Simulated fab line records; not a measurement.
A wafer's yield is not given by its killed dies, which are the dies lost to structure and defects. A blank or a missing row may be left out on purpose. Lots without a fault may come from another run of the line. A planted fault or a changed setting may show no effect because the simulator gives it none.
Which of the tools did it? + flow berkeleyCmos170 + Sampling: 14 lots, 42 wafers, 4 of 331 route steps

== WHAT EACH GAUGE READ, for each wafer ==
UCB170_START_BOW_MEAS_00.
| lot  | measured    | on           | INCOMING_BOW (um) |
|------|-------------|--------------|-------------------|
| L978 | day 1 20:00 | filmMetro-02 | -6 -4 -3          |
| L979 | day 2 01:01 | filmMetro-01 | 18 5 3            |
| L980 | day 2 06:00 | filmMetro-04 | -6 -14 -6         |
| L981 | day 2 11:00 | filmMetro-01 | -9 -2 6           |
| L982 | day 2 16:02 | filmMetro-02 | 7 -10 -4          |
| L983 | day 2 21:01 | filmMetro-04 | 8 3 6             |
| L984 | day 3 02:01 | filmMetro-01 | -4 -13 -11        |
| L985 | day 3 07:01 | filmMetro-02 | 8 -1 -2           |
| L989 | day 4 03:01 | filmMetro-01 | 15 7 11           |
| L991 | day 4 13:00 | filmMetro-04 | 10 -10 1          |
| L993 | day 4 23:01 | filmMetro-02 | -8 3 3            |
| L994 | day 5 04:01 | filmMetro-04 | 8 -2 5            |
| L995 | day 5 09:00 | filmMetro-02 | -5 -1 -10         |
| L996 | day 5 14:01 | filmMetro-02 | -12 -9 1          |

UCB170_M2_OVL_MEAS_16.
| lot  | measured     | on         | M2_OVL (nm) |
|------|--------------|------------|-------------|
| L978 | day 8 06:20  | overlay-02 | -8 -6 -7    |
| L979 | day 8 11:13  | overlay-02 | 2 1 6       |
| L980 | day 9 04:21  | overlay-01 | -2 -2 -3    |
| L981 | day 9 04:04  | overlay-02 | 2 17 -5     |
| L982 | day 9 04:55  | overlay-01 | -5 0 -6     |
| L983 | day 9 05:27  | overlay-02 | 2 7 4       |
| L984 | day 9 12:14  | overlay-02 | 18 15 10    |
| L985 | day 10 00:48 | overlay-02 | 1 -11 1     |
| L989 | day 9 23:58  | overlay-02 | 5 6 6       |
| L991 | day 10 14:13 | overlay-01 | 14 6 17     |
| L993 | day 11 04:22 | overlay-02 | 3 9 9       |
| L994 | day 11 03:44 | overlay-02 | 11 6 13     |
| L995 | day 11 15:11 | overlay-02 | 12 8 -1     |
| L996 | day 11 14:56 | overlay-02 | -3 1 -5     |

UCB170_M3_CD_MEAS_90 targets a cd of 700 nm.
| lot  | measured     | on       | cdNm (nm)   |
|------|--------------|----------|-------------|
| L978 | day 8 15:01  | cdSem-02 | 701 701 702 |
| L979 | day 8 19:16  | cdSem-02 | 703 703 700 |
| L980 | day 9 10:09  | cdSem-01 | 703 696 698 |
| L981 | day 9 09:52  | cdSem-01 | 699 699 698 |
| L982 | day 9 10:46  | cdSem-01 | 707 698 707 |
| L983 | day 9 11:14  | cdSem-02 | 701 697 700 |
| L984 | day 10 00:04 | cdSem-01 | 706 699 694 |
| L985 | day 10 07:58 | cdSem-02 | 694 696 710 |
| L989 | day 10 06:43 | cdSem-01 | 693 704 705 |
| L991 | day 10 21:14 | cdSem-01 | 698 692 691 |
| L993 | day 11 12:11 | cdSem-01 | 704 703 701 |
| L994 | day 11 09:43 | cdSem-01 | 699 691 698 |
| L995 | day 11 22:23 | cdSem-02 | 705 705 705 |
| L996 | day 11 22:10 | cdSem-02 | 706 706 700 |

== TOOL THAT RAN EACH LOT (tool first, then ch and the chambers of the sampled wafers, then the start) ==
| lot  | UCB170_NWELL_IMPLANT_14        |
|------|--------------------------------|
| L978 | implanter-02 ch 0, day 2 17:44 |
| L979 | implanter-02 ch 0, day 3 02:14 |
| L980 | implanter-04 ch 0, day 3 06:37 |
| L981 | implanter-04 ch 0, day 3 13:25 |
| L982 | implanter-01 ch 0, day 3 17:05 |
| L983 | implanter-02 ch 0, day 3 17:10 |
| L984 | implanter-02 ch 0, day 4 02:51 |
| L985 | implanter-04 ch 0, day 4 07:17 |
| L989 | implanter-04 ch 0, day 4 23:49 |
| L991 | implanter-04 ch 0, day 5 12:43 |
| L993 | implanter-02 ch 0, day 5 23:02 |
| L994 | implanter-01 ch 0, day 5 22:48 |
| L995 | implanter-01 ch 0, day 6 06:47 |
| L996 | implanter-01 ch 0, day 6 13:00 |
- UCB170_NWELL_IMPLANT_14

== AS READ BY THE TOOLS THEMSELVES (means over the sampled wafers that have a number; for cases with no such wafer, the mark the record gives instead) ==
UCB170_NWELL_IMPLANT_14.
| lot  | tool         | doseIonsCm2 | faradayCurrentUA |
|------|--------------|-------------|------------------|
| L978 | implanter-02 | 9.995e+12   | 31.5             |
| L979 | implanter-02 | 1.001e+13   | 32.2             |
| L980 | implanter-04 | 9.997e+12   | 30.9             |
| L981 | implanter-04 | 1.002e+13   | 32.1             |
| L982 | implanter-01 | 9.989e+12   | 32.0             |
| L983 | implanter-02 | 9.995e+12   | 32.0             |
| L984 | implanter-02 | 9.991e+12   | 31.1             |
| L985 | implanter-04 | 9.988e+12   | 31.0             |
| L989 | implanter-04 | 8.930e+12   | 28.4             |
| L991 | implanter-04 | 8.932e+12   | 28.5             |
| L993 | implanter-02 | 9.994e+12   | 31.4             |
| L994 | implanter-01 | 9.993e+12   | 32.1             |
| L995 | implanter-01 | 1.002e+13   | 31.5             |
| L996 | implanter-01 | 9.996e+12   | 31.3             |

== THE ANSWER, worked out from the rows above alone ==
Rule: the lots themselves supply what counts as usual. Put in order of their means at a reading, lots are off if they are a third of the lots or fewer, leave a main group of 4 or more, and stand apart from it by a gap of 3 or more times the standard deviation of the main group's means; of several such gaps the widest counts. Not used: any main group whose means are identical at the precision the tables above print for the reading. Also off: a lot with no number at a reading for which 4 or more lots have one. The other lots that the step has rows for count as sound. Order of review: gauges by route order, followed by the tools' own readings, for which a lot's mean as printed above is used. At the first step where some lot is off, the reading lying furthest off is the one used; lots without a number count as furthest.
Off at UCB170_NWELL_IMPLANT_14 (doseIonsCm2): L989, L991. Main group: mean 9.999e+12, sd 1.1e+10.
If a tool, at that step or one of the process steps before it, ran each lot that is off and ran no sound lot following the first of them, it fits. One fits: implanter-04 at UCB170_NWELL_IMPLANT_14. A fault onset in the window from L985 (day 4 07:17, its last sound lot) to L989 (day 4 23:49, its first lot off) fits.
The tool's own readings at UCB170_NWELL_IMPLANT_14 bear it out: on the lots that are off they differ by more than 5 times the standard deviation of the sound lots' means. doseIonsCm2 reads 8.931e+12 there against 9.999e+12 on the sound lots; faradayCurrentUA reads 28.4 there against 31.6 on the sound lots.

== WHAT THE SIMULATOR HAD PUT IN ==
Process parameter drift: implanter-04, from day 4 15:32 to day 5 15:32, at UCB170_NWELL_IMPLANT_14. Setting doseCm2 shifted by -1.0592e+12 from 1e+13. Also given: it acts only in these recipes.
Lots struck among those shown: L989, L991. The rule above found the same.
